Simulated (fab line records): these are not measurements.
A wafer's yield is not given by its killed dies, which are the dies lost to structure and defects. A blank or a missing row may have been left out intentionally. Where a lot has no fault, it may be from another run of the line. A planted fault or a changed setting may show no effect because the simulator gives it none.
Which tool did it? || flow berkeley-cmos170 || Sampling: 14 lots, 42 wafers, 3 of 331 route steps

## WHAT EACH GAUGE READ, for each wafer
UCB170_SCREENOX_THK_MEAS_02.
{"lot": "L282", "measured": "day 6 02:38", "on": "film-metro-02", "SCREENOX_OXIDE_THK (nm)": "14.42 14.22 14.48"}
{"lot": "L285", "measured": "day 6 12:39", "on": "film-metro-02", "SCREENOX_OXIDE_THK (nm)": "14.31 14.21 14.26"}
{"lot": "L286", "measured": "day 6 18:30", "on": "film-metro-03", "SCREENOX_OXIDE_THK (nm)": "14.44 14.52 14.59"}
{"lot": "L287", "measured": "day 6 18:31", "on": "film-metro-01", "SCREENOX_OXIDE_THK (nm)": "14.48 14.63 14.49"}
{"lot": "L291", "measured": "day 7 00:10", "on": "film-metro-01", "SCREENOX_OXIDE_THK (nm)": "14.45 14.15 14.57"}
{"lot": "L288", "measured": "day 7 00:10", "on": "film-metro-02", "SCREENOX_OXIDE_THK (nm)": "14.22 14.55 14.28"}
{"lot": "L292", "measured": "day 7 12:50", "on": "film-metro-01", "SCREENOX_OXIDE_THK (nm)": "14.28 14.30 14.35"}
{"lot": "L294", "measured": "day 7 12:51", "on": "film-metro-03", "SCREENOX_OXIDE_THK (nm)": "14.64 14.65 14.66"}
{"lot": "L293", "measured": "day 7 12:52", "on": "film-metro-02", "SCREENOX_OXIDE_THK (nm)": "14.32 14.53 14.46"}
{"lot": "L298", "measured": "day 8 09:42", "on": "film-metro-01", "SCREENOX_OXIDE_THK (nm)": "14.45 14.43 14.51"}
{"lot": "L299", "measured": "day 8 09:39", "on": "film-metro-03", "SCREENOX_OXIDE_THK (nm)": "14.32 14.35 14.36"}
{"lot": "L300", "measured": "day 9 04:23", "on": "film-metro-02", "SCREENOX_OXIDE_THK (nm)": "14.55 14.44 14.36"}
{"lot": "L304", "measured": "day 9 18:01", "on": "film-metro-02", "SCREENOX_OXIDE_THK (nm)": "14.44 14.55 14.44"}
{"lot": "L305", "measured": "day 10 02:11", "on": "film-metro-01", "SCREENOX_OXIDE_THK (nm)": "14.44 14.29 14.51"}

UCB170_SDANNEAL_RS_MEAS_02: uses a four-point probe to measure.
{"lot": "L282", "measured": "day 7 11:08", "on": "film-metro-02", "PSD_RS (ohm/sq)": "74.74 74.61 74.58"}
{"lot": "L285", "measured": "day 7 19:40", "on": "film-metro-02", "PSD_RS (ohm/sq)": "74.69 74.14 74.32"}
{"lot": "L286", "measured": "day 8 04:05", "on": "film-metro-01", "PSD_RS (ohm/sq)": "74.71 74.33 74.84"}
{"lot": "L287", "measured": "day 8 03:38", "on": "film-metro-03", "PSD_RS (ohm/sq)": "74.56 74.12 74.34"}
{"lot": "L291", "measured": "day 8 12:40", "on": "film-metro-01", "PSD_RS (ohm/sq)": "75.06 74.69 74.91"}
{"lot": "L288", "measured": "day 8 13:08", "on": "film-metro-02", "PSD_RS (ohm/sq)": "74.26 74.47 74.36"}
{"lot": "L292", "measured": "day 9 01:26", "on": "film-metro-02", "PSD_RS (ohm/sq)": "73.97 74.25 74.09"}
{"lot": "L294", "measured": "day 9 01:33", "on": "film-metro-03", "PSD_RS (ohm/sq)": "74.42 73.98 74.42"}
{"lot": "L293", "measured": "day 9 02:05", "on": "film-metro-03", "PSD_RS (ohm/sq)": "74.75 74.48 74.45"}
{"lot": "L298", "measured": "day 10 05:04", "on": "film-metro-02", "PSD_RS (ohm/sq)": "75.02 74.85 74.40"}
{"lot": "L299", "measured": "day 10 04:44", "on": "film-metro-03", "PSD_RS (ohm/sq)": "74.15 74.25 74.31"}
{"lot": "L300", "measured": "day 10 20:20", "on": "film-metro-01", "PSD_RS (ohm/sq)": "74.29 74.11 74.41"}
{"lot": "L304", "measured": "day 11 07:50", "on": "film-metro-02", "PSD_RS (ohm/sq)": "74.40 74.95 74.76"}
{"lot": "L305", "measured": "day 11 14:13", "on": "film-metro-02", "PSD_RS (ohm/sq)": "73.76 74.09 74.07"}

## TOOL THAT RAN EACH LOT (tool first, then ch and the chambers of the sampled wafers, then the start)
{"lot": "L282", "UCB170_PFIELD_STRIP_08": "plasma-asher-02 ch 0,1, day 4 16:11"}
{"lot": "L285", "UCB170_PFIELD_STRIP_08": "plasma-asher-01 ch 0,1, day 5 13:30"}
{"lot": "L286", "UCB170_PFIELD_STRIP_08": "plasma-asher-01 ch 1, day 6 00:41"}
{"lot": "L287", "UCB170_PFIELD_STRIP_08": "plasma-asher-02 ch 0,1, day 6 00:56"}
{"lot": "L291", "UCB170_PFIELD_STRIP_08": "plasma-asher-01 ch 0,1, day 6 06:39"}
{"lot": "L288", "UCB170_PFIELD_STRIP_08": "plasma-asher-04 ch 0,1, day 6 07:04"}
{"lot": "L292", "UCB170_PFIELD_STRIP_08": "plasma-asher-02 ch 0,1, day 6 19:43"}
{"lot": "L294", "UCB170_PFIELD_STRIP_08": "plasma-asher-04 ch 0,1, day 6 19:52"}
{"lot": "L293", "UCB170_PFIELD_STRIP_08": "plasma-asher-02 ch 0,1, day 6 20:03"}
{"lot": "L298", "UCB170_PFIELD_STRIP_08": "plasma-asher-01 ch 0,1, day 7 13:16"}
{"lot": "L299", "UCB170_PFIELD_STRIP_08": "plasma-asher-01 ch 0,1, day 7 13:32"}
{"lot": "L300", "UCB170_PFIELD_STRIP_08": "plasma-asher-04 ch 0,1, day 8 02:39"}
{"lot": "L304", "UCB170_PFIELD_STRIP_08": "plasma-asher-04 ch 0,1, day 8 16:53"}
{"lot": "L305", "UCB170_PFIELD_STRIP_08": "plasma-asher-02 ch 0,1, day 8 23:08"}
- UCB170_PFIELD_STRIP_08: strips in O2.

## WHAT THE TOOLS THEMSELVES READ (means of the sampled wafers that have a number; where no wafer has one, the mark that the record gives instead)
UCB170_PFIELD_STRIP_08.
{"lot": "L282", "tool": "plasma-asher-02", "drypump-motor-current-A (A)": 5.2, "oes-product-au (a.u.)": 0.732, "strip-time-to-endpoint-s (s)": 21.68}
{"lot": "L285", "tool": "plasma-asher-01", "drypump-motor-current-A (A)": 5.6, "oes-product-au (a.u.)": 0.737, "strip-time-to-endpoint-s (s)": 21.75}
{"lot": "L286", "tool": "plasma-asher-01", "drypump-motor-current-A (A)": 5.9, "oes-product-au (a.u.)": 0.731, "strip-time-to-endpoint-s (s)": 21.54}
{"lot": "L287", "tool": "plasma-asher-02", "drypump-motor-current-A (A)": 5.2, "oes-product-au (a.u.)": 0.738, "strip-time-to-endpoint-s (s)": 21.64}
{"lot": "L291", "tool": "plasma-asher-01", "drypump-motor-current-A (A)": 5.8, "oes-product-au (a.u.)": 0.733, "strip-time-to-endpoint-s (s)": 21.61}
{"lot": "L288", "tool": "plasma-asher-04", "drypump-motor-current-A (A)": 5.9, "oes-product-au (a.u.)": 0.734, "strip-time-to-endpoint-s (s)": 21.63}
{"lot": "L292", "tool": "plasma-asher-02", "drypump-motor-current-A (A)": 5.2, "oes-product-au (a.u.)": 0.729, "strip-time-to-endpoint-s (s)": 21.61}
{"lot": "L294", "tool": "plasma-asher-04", "drypump-motor-current-A (A)": 5.9, "oes-product-au (a.u.)": 0.735, "strip-time-to-endpoint-s (s)": 21.57}
{"lot": "L293", "tool": "plasma-asher-02", "drypump-motor-current-A (A)": 5.5, "oes-product-au (a.u.)": 0.734, "strip-time-to-endpoint-s (s)": 21.61}
{"lot": "L298", "tool": "plasma-asher-01", "drypump-motor-current-A (A)": 5.8, "oes-product-au (a.u.)": 0.732, "strip-time-to-endpoint-s (s)": 21.60}
{"lot": "L299", "tool": "plasma-asher-01", "drypump-motor-current-A (A)": 5.8, "oes-product-au (a.u.)": 0.735, "strip-time-to-endpoint-s (s)": 21.68}
{"lot": "L300", "tool": "plasma-asher-04", "drypump-motor-current-A (A)": 6.0, "oes-product-au (a.u.)": 0.736, "strip-time-to-endpoint-s (s)": 21.56}
{"lot": "L304", "tool": "plasma-asher-04", "drypump-motor-current-A (A)": 6.0, "oes-product-au (a.u.)": 0.736, "strip-time-to-endpoint-s (s)": 21.55}
{"lot": "L305", "tool": "plasma-asher-02", "drypump-motor-current-A (A)": 5.5, "oes-product-au (a.u.)": 0.738, "strip-time-to-endpoint-s (s)": 21.54}

## THE ANSWER, worked out from the rows above alone
Rule: usual is defined by the lots themselves. The widest of any qualifying gaps counts: lots, ordered by their means at a reading, are off when they make up no more than a third of the lots, leave a main group of 4 or more, and stand apart from it by 3 or more times the standard deviation of that group's means. A main group is skipped when, at the precision printed for the reading in the tables above, its means are all equal. Also off: a lot with no number at a reading for which 4 or more lots have one. Where the step has rows for the other lots, those lots are counted as sound. First the gauges in route order, then the tools' own readings, where a lot's mean is used as printed above. At the first step where some lot is off, the reading lying furthest off is the one used; lots without a number count as furthest.
Across all readings shown, no lot is off: no conclusion can be drawn from this.

## WHAT WAS PUT IN BY THE SIMULATOR
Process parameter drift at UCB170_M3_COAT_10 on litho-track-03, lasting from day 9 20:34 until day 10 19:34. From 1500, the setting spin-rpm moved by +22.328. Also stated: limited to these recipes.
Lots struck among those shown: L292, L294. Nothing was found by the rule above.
